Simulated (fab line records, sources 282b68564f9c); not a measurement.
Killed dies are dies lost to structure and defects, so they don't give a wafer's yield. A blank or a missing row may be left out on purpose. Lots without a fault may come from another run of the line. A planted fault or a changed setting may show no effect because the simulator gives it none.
Which tool did it? | flow rit_cmos | 7 lots, 21 wafers sampled, at 2 steps of a route of 202

WHAT THE GAUGES READ, wafer by wafer
RIT_ACTIVE_CD_MEAS_90: target cd 1400 nm.
lot  | measured    | on        | cd_nm (nm)
L958 | day 2 06:12 | cd_sem-01 | 1401.0 1401.4 1400.6
L961 | day 2 21:04 | cd_sem-02 | 1398.5 1398.5 1395.7
L963 | day 3 07:09 | cd_sem-01 | 1400.1 1400.0 1399.2
L968 | day 4 08:10 | cd_sem-01 | 1400.7 1399.4 1397.5
L971 | day 4 23:07 | cd_sem-01 | - - -
L974 | day 5 15:33 | cd_sem-02 | 1400.5 1402.8 1399.2
L978 | day 6 10:09 | cd_sem-01 | 1398.3 1396.2 1397.4

WHICH TOOL RAN EACH LOT (tool, then ch and the chambers of the sampled wafers, then the start)
lot  | RIT_ACTIVE_CVD_03
L958 | lpcvd-02 ch 1, day 2 03:07
L961 | lpcvd-01 ch 1, day 2 18:07
L963 | lpcvd-01 ch 0, day 3 04:07
L968 | lpcvd-01 ch 1, day 4 05:07
L971 | lpcvd-02 ch 0, day 4 20:07
L974 | lpcvd-01 ch 1, day 5 12:22
L978 | lpcvd-02 ch 0, day 6 07:07
- RIT_ACTIVE_CVD_03: deposits Si3N4 from SiH2Cl2/NH3, target thk 150 nm, time 1500 s.

THE ANSWER, worked out from the rows above alone
Rule: what is usual is taken from the lots themselves. Put in order of their means at a reading, lots are off if they are a third of the lots or fewer, leave a main group of 4 or more, and stand apart from it by a gap of 3 or more times the standard deviation of the main group's means; of several such gaps the widest counts. A main group whose means are all the same, to the digits that the tables above print for the reading, isn't used. A lot without any number at a reading at which 4 lots or more have one is off too. The other lots that the step has rows for count as sound.
Off: L971, at RIT_ACTIVE_CD_MEAS_90 (cd_nm). Without a number there: L971. The main group: mean 1399.3 nm, standard deviation 1.4.
A tool fits if, at a process step before that reading, it ran every lot that is off, and no sound lot after the first of them. The gauges at RIT_ACTIVE_CD_MEAS_90 are tried like those tools. None of those tried fits.

WHAT THE SIMULATOR HAD PUT IN
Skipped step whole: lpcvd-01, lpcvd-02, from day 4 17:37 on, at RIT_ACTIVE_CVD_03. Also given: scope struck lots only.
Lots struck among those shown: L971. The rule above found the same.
